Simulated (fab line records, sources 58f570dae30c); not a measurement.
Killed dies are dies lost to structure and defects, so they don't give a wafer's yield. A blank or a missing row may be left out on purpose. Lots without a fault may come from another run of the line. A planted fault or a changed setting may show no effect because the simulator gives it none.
Which tool did it? | flow berkeley_cmos170 | 7 lots, 21 wafers sampled, at 2 steps of a route of 331

WHAT THE GAUGES READ, wafer by wafer
UCB170_NWELL_THK_MEAS_02.
lot  | measured    | on            | NWELL_OXIDE_THK (nm)
L246 | day 2 13:16 | film_metro-02 | 25.5 25.9 25.8
L250 | day 3 14:26 | film_metro-01 | 26.8 26.8 26.8
L255 | day 4 10:29 | film_metro-02 | 27.0 27.0 26.9
L257 | day 4 20:50 | film_metro-01 | 26.5 26.3 26.7
L263 | day 6 01:24 | film_metro-01 | 26.8 26.9 27.2
L264 | day 6 07:14 | film_metro-04 | 26.3 26.5 26.2
L267 | day 6 19:24 | film_metro-04 | 27.4 27.6 27.1

WHICH TOOL RAN EACH LOT (tool, then ch and the chambers of the sampled wafers, then the start)
lot  | UCB170_ZERO_ETCH_06
L246 | rie_diel-02 ch 2,3, day 2 09:08
L250 | rie_diel-04 ch 0,2,3, day 3 04:30
L255 | rie_diel-04 ch 1,2,3, day 4 04:40
L257 | rie_diel-03 ch 0,1,2, day 4 12:58
L263 | rie_diel-03 ch 1,2, day 5 22:11
L264 | rie_diel-03 ch 2,3, day 6 01:48
L267 | rie_diel-02 ch 2,3, day 6 15:05
- UCB170_ZERO_ETCH_06: etches SiO2 in CHF3/CF4/Ar, time 12 s.

THE ANSWER, worked out from the rows above alone
Rule: what is usual is taken from the lots themselves. Put in order of their means at a reading, lots are off if they are a third of the lots or fewer, leave a main group of 4 or more, and stand apart from it by a gap of 3 or more times the standard deviation of the main group's means; of several such gaps the widest counts. A main group whose means are all the same, to the digits that the tables above print for the reading, isn't used. A lot without any number at a reading at which 4 lots or more have one is off too. The other lots that the step has rows for count as sound.
No lot is off at any reading shown: from this, nothing can be told.

WHAT THE SIMULATOR HAD PUT IN
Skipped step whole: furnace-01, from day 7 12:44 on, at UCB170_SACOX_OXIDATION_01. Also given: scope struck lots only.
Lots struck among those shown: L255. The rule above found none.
